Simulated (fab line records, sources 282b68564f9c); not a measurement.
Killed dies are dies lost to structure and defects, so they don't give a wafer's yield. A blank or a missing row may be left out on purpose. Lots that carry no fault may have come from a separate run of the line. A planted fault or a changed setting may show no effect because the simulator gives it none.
Which tool was responsible? :: flow rit_cmos :: 7 lots with 21 wafers sampled at 2 steps, on a route of 202 steps

== WHAT THE GAUGES READ, wafer by wafer ==
RIT_WELLDRIVE_RS_MEAS_01: uses a four-point probe to measure.
lot: L141
measured: day 2 11:30
on: film_metro-01
NWELL_RS (ohm/sq): 275.3 275.0 275.4

lot: L144
measured: day 3 02:00
on: film_metro-01
NWELL_RS (ohm/sq): 275.2 275.3 275.0

lot: L146
measured: day 3 13:49
on: film_metro-01
NWELL_RS (ohm/sq): 274.7 274.6 274.6

lot: L151
measured: day 4 13:30
on: film_metro-04
NWELL_RS (ohm/sq): 322.0 321.8 322.2

lot: L157
measured: day 5 20:11
on: film_metro-03
NWELL_RS (ohm/sq): 274.6 274.7 274.9

lot: L160
measured: day 6 09:43
on: film_metro-03
NWELL_RS (ohm/sq): 277.0 276.2 276.5

lot: L163
measured: day 7 03:10
on: film_metro-01
NWELL_RS (ohm/sq): 275.4 275.9 275.9

== WHAT TOOL EACH LOT RAN ON (gives the tool, then ch and the chambers of the sampled wafers, and finally the start) ==
lot: L141
RIT_WELLDRIVE_ANNEAL_00: furnace-03 ch 0, day 2 06:25

lot: L144
RIT_WELLDRIVE_ANNEAL_00: furnace-01 ch 0, day 2 20:54

lot: L146
RIT_WELLDRIVE_ANNEAL_00: furnace-01 ch 0, day 3 08:44

lot: L151
RIT_WELLDRIVE_ANNEAL_00: furnace-01 ch 0, day 4 08:24

lot: L157
RIT_WELLDRIVE_ANNEAL_00: furnace-03 ch 0, day 5 15:05

lot: L160
RIT_WELLDRIVE_ANNEAL_00: furnace-03 ch 0, day 6 04:37

lot: L163
RIT_WELLDRIVE_ANNEAL_00: furnace-04 ch 0, day 6 22:03
- RIT_WELLDRIVE_ANNEAL_00: time 14700 s.

== THE ANSWER, worked out from the rows above alone ==
Rule: the lots themselves supply what counts as usual. The widest of any qualifying gaps counts: lots, ordered by their means at a reading, are off when they make up no more than a third of the lots, leave a main group of 4 or more, and stand apart from it by 3 or more times the standard deviation of that group's means. The tables above print the reading to a certain number of digits; a main group whose means all agree to those digits is not used. Also off: a lot with no number at a reading for which 4 or more lots have one. All remaining lots with rows at the step are treated as sound.
Off: L151, at RIT_WELLDRIVE_RS_MEAS_01 (NWELL_RS). Main group: mean 275.3 ohm/sq, sd 0.65.
If a tool, at a process step before that reading, ran all the lots that are off and no sound lot after the first of them, it fits. The gauges at RIT_WELLDRIVE_RS_MEAS_01 are tried like those tools. This does not decide it: 2 tools fit, namely furnace-01 at RIT_WELLDRIVE_ANNEAL_00 and film_metro-04 at RIT_WELLDRIVE_RS_MEAS_01.

== WHAT HAD BEEN PUT IN BY THE SIMULATOR ==
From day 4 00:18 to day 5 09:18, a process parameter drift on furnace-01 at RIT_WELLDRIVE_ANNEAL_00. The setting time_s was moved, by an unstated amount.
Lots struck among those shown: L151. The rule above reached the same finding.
